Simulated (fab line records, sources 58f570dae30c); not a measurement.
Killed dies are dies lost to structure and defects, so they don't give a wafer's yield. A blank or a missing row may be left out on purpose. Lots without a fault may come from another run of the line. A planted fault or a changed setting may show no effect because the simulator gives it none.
Which tool did it? | flow berkeley_cmos170 | 7 lots, 21 wafers sampled, at 2 steps of a route of 331

WHAT THE GAUGES READ, wafer by wafer
UCB170_ACTIVE_CD_MEAS_13: target cd 1200 nm.
lot  | measured    | on        | cd_nm (nm)
L954 | day 5 02:10 | cd_sem-01 | 1200.3 1202.2 1202.1
L957 | day 6 07:04 | cd_sem-02 | 1201.3 1199.8 1201.0
L961 | day 6 08:17 | cd_sem-02 | 1198.1 1198.9 1198.0
L973 | day 8 21:02 | cd_sem-02 | 1198.1 1198.1 1198.8
L975 | day 9 02:58 | cd_sem-02 | 1202.0 1201.3 1201.1

WHICH TOOL RAN EACH LOT (tool, then ch and the chambers of the sampled wafers, then the start)
lot  | UCB170_NWELL_CVD_04
L954 | lpcvd-01 ch 1, day 2 11:19
L957 | lpcvd-01 ch 1, day 3 20:01
L961 | lpcvd-02 ch 1, day 4 06:47
L965 | lpcvd-02 ch 0, day 4 20:24
L967 | lpcvd-02 ch 0, day 5 04:26
L973 | lpcvd-01 ch 0, day 6 08:36
L975 | lpcvd-02 ch 0, day 6 21:38
- UCB170_NWELL_CVD_04: deposits Si3N4 from SiH2Cl2/NH3, target thk 224 nm, time 3360 s.

THE ANSWER, worked out from the rows above alone
Rule: what is usual is taken from the lots themselves. Put in order of their means at a reading, lots are off if they are a third of the lots or fewer, leave a main group of 4 or more, and stand apart from it by a gap of 3 or more times the standard deviation of the main group's means; of several such gaps the widest counts. A main group whose means are all the same, to the digits that the tables above print for the reading, isn't used. A lot without any number at a reading at which 4 lots or more have one is off too. The other lots that the step has rows for count as sound.
No lot is off at any reading shown: from this, nothing can be told.

WHAT THE SIMULATOR HAD PUT IN
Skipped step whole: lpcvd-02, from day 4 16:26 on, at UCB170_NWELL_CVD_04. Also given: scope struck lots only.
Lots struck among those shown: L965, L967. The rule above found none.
